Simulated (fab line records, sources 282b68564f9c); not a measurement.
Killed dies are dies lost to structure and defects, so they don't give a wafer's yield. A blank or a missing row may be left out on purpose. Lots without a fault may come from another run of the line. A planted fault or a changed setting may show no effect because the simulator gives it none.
fab line records | flow rit_cmos
record lots=14 wafers=42 last_day=8
route steps=202 shown SILICIDE@162 M1@202
lots that met no fault: from a run of the same line without faults
start_h: hours from the record's first day to the start of the lot's first wafer shown | wait_h: hours since the lot's step before | " the same as in the row above | L1.1+2: a row that stands for several wafers | - no value, or no start given | * or withheld: withheld | < > ~ a bound
route shown NAME@n: a module of which the file shows steps, and the number in the route of the first | usual: mean/standard deviation of fault-free wafers | same: alike in all rows | chamber/n: place in a boat | sites: the reading at each site | _std_site: their standard deviation | _edge_site: outer sites' mean less inner sites' | radius_mm: how far each site lies from the wafer's centre | mask NAME#n: copy n | behind: the tool/chamber that last shaped the wafer | hold: why the lot was held/for how many hours/how that ended | device: the transistor (n, p or np) that didn't switch | end of line: the same wafers' tests at the end of the route | a step without rows: its recipe alone | killed: dies lost to structure and defects at the first sort, not the wafer's yield | map: a wafer's dies, x killed, . not, _ none there
set.NAME: the setting as run; set.NAME@STEP: as run at that earlier step | model.NAME: the simulator's own value behind a step, which no gauge read
steps of the route over a sample of lots; a table a step, a row a wafer
services: from which hour (start_h, from the record's first day; less than 0 if before it) a tool's chamber was out of use, for how many hours, and why
## steps
# step RIT_SILICIDE_SPUTTER_01
# recipe material=Ti target_thk_nm=30 power_w=350 chamber_pressure_pa=0.667 gas=Ar time_s=240 substrate_temp_c=25
# usual cathode_dc_power_W=350.01/0.062 throttle_valve_pct=30.0/0.71
# columns lot.wafer tool chamber start_h wait_h cathode_dc_power_W throttle_valve_pct
L422.1 pvd_sputter-02 - 66.78 0.0 349.89 30.6
L422.3 " - " " 349.98 30.3
L422.6 " - " " 349.93 29.3
L423.1 pvd_sputter-03 - 70.63 0.0 350.01 29.7
L423.2 " - " " 350.04 30.5
L423.5 " - " " 349.98 30.3
L424.3 pvd_sputter-04 - 73.34 0.0 349.88 30.8
L424.4 " - " " 349.94 29.7
L424.6 " - " " 350.08 30.5
L426.3 pvd_sputter-03 - 90.65 0.0 349.88 29.1
L426.5 " - " " 350.02 28.9
L426.6 " - " " 349.96 29.9
L427.1 pvd_sputter-02 - 98.64 0.0 350.08 30.7
L427.2 " - " " 349.96 30.2
L427.6 " - " " 349.88 30.7
L428.1 pvd_sputter-04 - 98.89 0.0 350.01 30.2
L428.3 " - " " 350.13 29.1
L428.5 " - " " 349.95 29.1
L429.2 pvd_sputter-02 - 103.49 0.0 350.05 29.2
L429.4 " - " " 350.11 30.1
L429.5 " - " " 350.00 30.7
L430.3 pvd_sputter-03 - 110.79 0.0 350.08 29.0
L430.5 " - " " 350.02 31.0
L430.6 " - " " 350.02 30.1
L431.1 pvd_sputter-02 - 122.23 0.0 349.97 29.4
L431.3 " - " " 349.95 30.7
L431.4 " - " " 350.00 29.3
L433.1 pvd_sputter-02 - 134.71 0.0 350.01 30.7
L433.3 " - " " 350.07 29.4
L433.5 " - " " 350.04 29.4
L438.2 pvd_sputter-02 - 159.03 0.0 350.00 29.1
L438.3 " - " " 350.10 30.9
L438.5 " - " " 350.02 29.3
L439.1 pvd_sputter-03 - 159.26 0.0 318.18 28.9
L439.4 " - " " 318.28 31.3
L439.6 " - " " 318.11 29.1
L442.2 pvd_sputter-03 - 170.69 0.0 318.22 30.3
L442.3 " - " " 318.20 30.1
L442.4 " - " " 318.06 28.7
L444.3 pvd_sputter-02 - 175.02 0.0 350.04 29.5
L444.4 " - " " 349.98 30.8
L444.6 " - " " 349.98 29.5
# step RIT_SILICIDE_RS_MEAS_02
# recipe thk_meas_gauge=four-point-probe reads=Ti_of_SILICIDE_SPUTTER_01
# usual SILICIDE_TI_RS=48.0/0.82
# columns lot.wafer tool chamber start_h wait_h hold SILICIDE_TI_RS[ohm/sq]
L422.1 film_metro-03 - 66.93 0.1 - 46.8
L422.3 " - " " - 47.1
L422.6 " - " " - 47.4
L423.1 film_metro-03 - 70.78 0.1 - 48.7
L423.2 " - " " - 48.8
L423.5 " - " " - 48.4
L424.3 film_metro-01 - 73.53 0.1 - 47.2
L424.4 " - " " - 47.2
L424.6 " - " " - 48.0
L426.3 film_metro-03 - 90.86 0.1 - 48.8
L426.5 " - " " - 49.0
L426.6 " - " " - 49.0
L427.1 film_metro-02 - 98.79 0.1 - 47.5
L427.2 " - " " - 47.6
L427.6 " - " " - 47.7
L428.1 film_metro-01 - 99.04 0.1 - 47.3
L428.3 " - " " - 46.5
L428.5 " - " " - 46.4
L429.2 film_metro-01 - 103.66 0.1 - 48.6
L429.4 " - " " - 48.2
L429.5 " - " " - 47.7
L430.3 film_metro-01 - 110.98 0.1 - 49.6
L430.5 " - " " - 48.9
L430.6 " - " " - 49.9
L431.1 film_metro-02 - 122.38 0.1 - 48.7
L431.3 " - " " - 47.7
L431.4 " - " " - 48.3
L433.1 film_metro-03 - 134.86 0.1 - 47.6
L433.3 " - " " - 48.3
L433.5 " - " " - 47.5
L438.2 film_metro-02 - 159.20 0.1 - 49.3
L438.3 " - " " - 48.3
L438.5 " - " " - 48.7
L439.1 film_metro-01 - 159.41 0.1 await_dispo/0.2h/release 54.4
L439.4 " - " " await_dispo/0.2h/release 54.2
L439.6 " - " " await_dispo/0.2h/release 54.6
L439.1 film_metro-01 - 159.70 0.3 - 54.9
L439.4 " - " " - 54.8
L439.6 " - " " - 55.1
L442.2 film_metro-03 - 170.86 0.1 await_dispo/0.2h/release 53.2
L442.3 " - " " await_dispo/0.2h/release 53.0
L442.4 " - " " await_dispo/0.2h/release 53.1
L442.2 film_metro-03 - 171.18 0.3 - 53.7
L442.3 " - " " - 53.5
L442.4 " - " " - 53.6
L444.3 film_metro-01 - 175.21 0.1 - 48.5
L444.4 " - " " - 47.9
L444.6 " - " " - 48.3
# step RIT_SILICIDE_THK_MEAS_03
# recipe thk_meas_gauge=xrf reads=Ti_of_SILICIDE_SPUTTER_01
# usual SILICIDE_TI_THK=29.6/0.43
# columns lot.wafer tool chamber start_h wait_h hold SILICIDE_TI_THK[nm]
L422.1 film_metro-03 - 67.05 0.1 - 30.2
L422.3 " - " " - 30.1
L422.6 " - " " - 30.0
L423.1 film_metro-03 - 70.90 0.1 - 29.3
L423.2 " - " " - 29.2
L423.5 " - " " - 29.4
L424.3 film_metro-01 - 73.63 0.1 - 29.8
L424.4 " - " " - 29.7
L424.6 " - " " - 29.5
L426.3 film_metro-03 - 90.96 0.1 - 29.1
L426.5 " - " " - 29.0
L426.6 " - " " - 29.2
L427.1 film_metro-02 - 98.91 0.1 - 29.9
L427.2 " - " " - 29.9
L427.6 " - " " - 29.8
L428.1 film_metro-01 - 99.16 0.1 - 29.9
L428.3 " - " " - 30.2
L428.5 " - " " - 30.1
L429.2 film_metro-01 - 103.77 0.1 - 29.2
L429.4 " - " " - 29.2
L429.5 " - " " - 29.6
L430.3 film_metro-01 - 111.08 0.1 - 28.7
L430.5 " - " " - 29.0
L430.6 " - " " - 28.4
L431.1 film_metro-02 - 122.50 0.1 - 29.5
L431.3 " - " " - 29.9
L431.4 " - " " - 29.7
L433.1 film_metro-03 - 134.98 0.1 - 30.0
L433.3 " - " " - 29.5
L433.5 " - " " - 30.0
L438.2 film_metro-02 - 159.31 0.1 - 29.1
L438.3 " - " " - 29.5
L438.5 " - " " - 29.2
L439.1 film_metro-01 - 160.62 0.9 await_dispo/0.2h/release 26.6
L439.4 " - " " await_dispo/0.2h/release 26.6
L439.6 " - " " await_dispo/0.2h/release 26.3
L439.1 film_metro-01 - 160.85 0.2 - 26.7
L439.4 " - " " - 26.6
L439.6 " - " " - 26.5
L444.3 film_metro-01 - 175.31 0.1 - 29.1
L444.4 " - " " - 29.4
L444.6 " - " " - 29.2
L442.2 film_metro-03 - 182.10 10.9 await_dispo/0.2h/release 27.2
L442.3 " - " " await_dispo/0.2h/release 27.3
L442.4 " - " " await_dispo/0.2h/release 27.3
L442.2 film_metro-03 - 182.32 0.2 - 27.3
L442.3 " - " " - 27.4
L442.4 " - " " - 27.4
# step RIT_M1_PROBE_99
# usual killed_at_contacts=0.1/0.28 killed_at_front_end=7.1/2.8 killed_dies=7.1/2.9 killed_open=3.4/2 killed_short=3.6/2.1
# same gross_dies=264 killed_at_M0_to_M3=0 killed_at_M4_up=0 killed_at_back_side=0 killed_at_other=0
# columns lot.wafer tool chamber start_h wait_h killed_at_contacts killed_at_front_end killed_dies killed_open killed_short
L439.1 prober-01 - 172.41 0.1 0 4 4 3 1
L439.4 prober-01 - 172.56 0.2 0 7 7 3 4
L439.6 prober-01 - 172.66 0.2 0 6 6 2 4
L442.2 prober-01 - 192.30 0.1 1 8 9 6 3
L442.3 prober-01 - 192.35 0.2 0 4 4 1 3
L442.4 prober-01 - 192.40 0.2 1 2 3 3 0
# killed by level:class
L439.1 FOX1:geometric_particle:open=1 FOX2:geometric_particle:open=1 GATE:geometric_particle:short=1 GATE:geometric_particle:open=1
L439.4 GATE:geometric_particle:short=3 GATE:geometric_particle:open=2 SPACER:geometric_particle:short=1 SPACER:geometric_particle:open=1
L439.6 SILICIDE:geometric_particle:short=2 FOX1:geometric_particle:short=1 FOX2:geometric_particle:short=1 GATE:geometric_particle:open=1 REOX:geometric_particle:open=1
L442.2 GATE:geometric_particle:open=2 SPACER:geometric_particle:open=2 FOX1:geometric_particle:open=1 GATE:geometric_particle:short=1 SPACER:geometric_particle:short=1 SILICIDE:geometric_particle:short=1 CONTACT:geometric_particle:open=1
L442.3 GATE:geometric_particle:short=2 FOX1:geometric_particle:short=1 SILICIDE:geometric_particle:open=1
L442.4 FOX1:geometric_particle:open=1 REOX:geometric_particle:open=1 CONTACT:geometric_particle:open=1
## services
# columns tool chamber start_h hours kind
pvd_sputter-02 - 70.14 7.8 repair
pvd_sputter-02 - 79.23 0.6 repair
pvd_sputter-03 - 92.52 4.0 repair
pvd_sputter-04 - 131.29 7.4 repair
pvd_sputter-03 - 134.70 8.4 repair
## key
first_sign step=RIT_SILICIDE_SPUTTER_01 reading=cathode_dc_power_W direction=down sigmas=99+ usual=350.01 struck=318.17
effect step=RIT_SILICIDE_RS_MEAS_02 reading=visit direction=added
effect step=RIT_SILICIDE_RS_MEAS_02 reading=SILICIDE_TI_RS direction=up sigmas=7 usual=48.0 struck=53.7
effect step=RIT_SILICIDE_THK_MEAS_03 reading=visit direction=added
effect step=RIT_SILICIDE_THK_MEAS_03 reading=SILICIDE_TI_THK direction=down sigmas=6.2 usual=29.6 struck=26.9
met_at RIT_SILICIDE_SPUTTER_01
struck_lots L439,L442
tester_left_out L439,L442
loop_trim step=RIT_M1_EXPOSE_06 setting=dose lots=L439
onset_between 110.79 159.26
earlier_fault kind=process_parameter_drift tool=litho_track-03 chamber=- onset_h=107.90 steps=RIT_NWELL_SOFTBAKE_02 channel=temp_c offset=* shape=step end_h=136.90 acts_in=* stated=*
fault kind=process_parameter_drift tool=pvd_sputter-03 chamber=- onset_h=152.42 steps=RIT_SILICIDE_SPUTTER_01 channel=power_w offset=-31.815 shape=step end_h=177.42 acts_in=these_recipes_only stated=350
# tester_left_out: of these lots the tester's yield and bins aren't shown, on N5 and GAA mostly nor the transistor test; their killed dies are dies lost to structure and defects alone, not to doping, threshold or leakage, so they don't give the yield
# loop_trim: a control loop set the setting to another value than it would have without faults
